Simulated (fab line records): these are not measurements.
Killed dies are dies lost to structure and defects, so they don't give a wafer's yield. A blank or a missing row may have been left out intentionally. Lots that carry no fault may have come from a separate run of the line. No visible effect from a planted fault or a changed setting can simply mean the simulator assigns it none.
Tool commonality check / flow berkeley_cmos170 / 14 lots, 42 wafers sampled

== WHY IT WAS OPENED ==
At UCB170_CONTACT_THK_MEAS_02 the reading CONTACT_PSG_THK is flagged on 2 of 14 lots. Fault-free wafers read 696 nm, with a standard deviation of 5.5.
Rule: a lot gets a flag if all its wafers with a number sit over 4 standard deviations from that mean, or if no wafer of it has a number. As for the other lots, they are considered sound.

lot=L296; measured=day 7 08:52; on=film_metro-04; CONTACT_PSG_THK (nm), wafer by wafer=695 704 703; flag=
lot=L292; measured=day 7 08:52; on=film_metro-02; CONTACT_PSG_THK (nm), wafer by wafer=693 697 696; flag=
lot=L294; measured=day 7 09:59; on=film_metro-02; CONTACT_PSG_THK (nm), wafer by wafer=697 699 696; flag=
lot=L295; measured=day 7 09:59; on=film_metro-01; CONTACT_PSG_THK (nm), wafer by wafer=690 697 695; flag=
lot=L297; measured=day 7 21:36; on=film_metro-01; CONTACT_PSG_THK (nm), wafer by wafer=692 685 690; flag=
lot=L298; measured=day 8 05:21; on=film_metro-04; CONTACT_PSG_THK (nm), wafer by wafer=606 615 617; flag=FLAGGED
lot=L301; measured=day 9 02:01; on=film_metro-01; CONTACT_PSG_THK (nm), wafer by wafer=617 622 616; flag=FLAGGED
lot=L299; measured=day 9 03:21; on=film_metro-02; CONTACT_PSG_THK (nm), wafer by wafer=704 700 701; flag=
lot=L303; measured=day 9 03:22; on=film_metro-04; CONTACT_PSG_THK (nm), wafer by wafer=693 688 696; flag=
lot=L309; measured=day 10 16:56; on=film_metro-01; CONTACT_PSG_THK (nm), wafer by wafer=701 703 702; flag=
lot=L310; measured=day 10 16:57; on=film_metro-02; CONTACT_PSG_THK (nm), wafer by wafer=689 694 697; flag=
lot=L312; measured=day 10 20:31; on=film_metro-02; CONTACT_PSG_THK (nm), wafer by wafer=695 698 702; flag=
lot=L314; measured=day 11 19:34; on=film_metro-04; CONTACT_PSG_THK (nm), wafer by wafer=688 692 687; flag=
lot=L315; measured=day 12 05:49; on=film_metro-02; CONTACT_PSG_THK (nm), wafer by wafer=699 695 703; flag=
The numbers of the flagged lots are 616 nm on average: -80 nm against the usual, or -15 standard deviations.

== LOT BY LOT: THE TOOL USED ==
The record holds 1 process step before the reading, out of a route of 331 steps. Every cell lists first the tool, next ch and the chambers used by the sampled wafers, and last the start.
lot=L296; flag=; UCB170_CONTACT_CVD_01=lpcvd-02 ch 1, day 7 06:11
lot=L292; flag=; UCB170_CONTACT_CVD_01=lpcvd-02 ch 0, day 7 06:11
lot=L294; flag=; UCB170_CONTACT_CVD_01=lpcvd-01 ch 1, day 7 08:11
lot=L295; flag=; UCB170_CONTACT_CVD_01=lpcvd-01 ch 1, day 7 08:11
lot=L297; flag=; UCB170_CONTACT_CVD_01=lpcvd-01 ch 0, day 7 19:49
lot=L298; flag=FLAGGED; UCB170_CONTACT_CVD_01=lpcvd-01 ch 0, day 8 03:34
lot=L301; flag=FLAGGED; UCB170_CONTACT_CVD_01=lpcvd-01 ch 0, day 8 23:21
lot=L299; flag=; UCB170_CONTACT_CVD_01=lpcvd-02 ch 1, day 9 01:34
lot=L303; flag=; UCB170_CONTACT_CVD_01=lpcvd-02 ch 0, day 9 01:34
lot=L309; flag=; UCB170_CONTACT_CVD_01=lpcvd-02 ch 1, day 10 15:10
lot=L310; flag=; UCB170_CONTACT_CVD_01=lpcvd-02 ch 1, day 10 15:10
lot=L312; flag=; UCB170_CONTACT_CVD_01=lpcvd-02 ch 0, day 10 18:40
lot=L314; flag=; UCB170_CONTACT_CVD_01=lpcvd-02 ch 0, day 11 17:46
lot=L315; flag=; UCB170_CONTACT_CVD_01=lpcvd-02 ch 1, day 12 04:01
These steps, and what they do:
- UCB170_CONTACT_CVD_01: deposits PSG from SiH4/O2/PH3, target thk 700 nm, time 2820 s.
- UCB170_CONTACT_THK_MEAS_02

== FLAGGED OVER TOTAL, TOOL BY TOOL (the gauges that took the reading come last) ==
step=UCB170_CONTACT_CVD_01; tool=lpcvd-01; lots run=5; flagged=2; share of the flagged lots=all; sound lots run after its first flagged lot=0
step=UCB170_CONTACT_CVD_01; tool=lpcvd-02; lots run=9; flagged=0; share of the flagged lots=none; sound lots run after its first flagged lot=-
step=UCB170_CONTACT_THK_MEAS_02; tool=film_metro-01; lots run=4; flagged=1; share of the flagged lots=some; sound lots run after its first flagged lot=1 (L309)
step=UCB170_CONTACT_THK_MEAS_02; tool=film_metro-02; lots run=6; flagged=0; share of the flagged lots=none; sound lots run after its first flagged lot=-
step=UCB170_CONTACT_THK_MEAS_02; tool=film_metro-04; lots run=4; flagged=1; share of the flagged lots=some; sound lots run after its first flagged lot=2 (L303,L314)

== THE TABLE: WHAT IT ALLOWS ==
Rows of the table that ran each flagged lot: 1, that is lpcvd-01 at UCB170_CONTACT_CVD_01.
- lpcvd-01 at UCB170_CONTACT_CVD_01: 2 of its 5 lots flagged. Last sound lot L297 at day 7 19:49, first flagged lot L298 at day 8 03:34; a fault beginning in between fits.
What remains is a single tool, lpcvd-01 at UCB170_CONTACT_CVD_01.

== WHAT WAS PUT IN BY THE SIMULATOR ==
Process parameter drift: lpcvd-01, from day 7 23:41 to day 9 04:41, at UCB170_CONTACT_CVD_01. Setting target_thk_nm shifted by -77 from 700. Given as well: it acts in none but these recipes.
Shown lots that were struck: L298, L301. The rule given above showed the same thing.
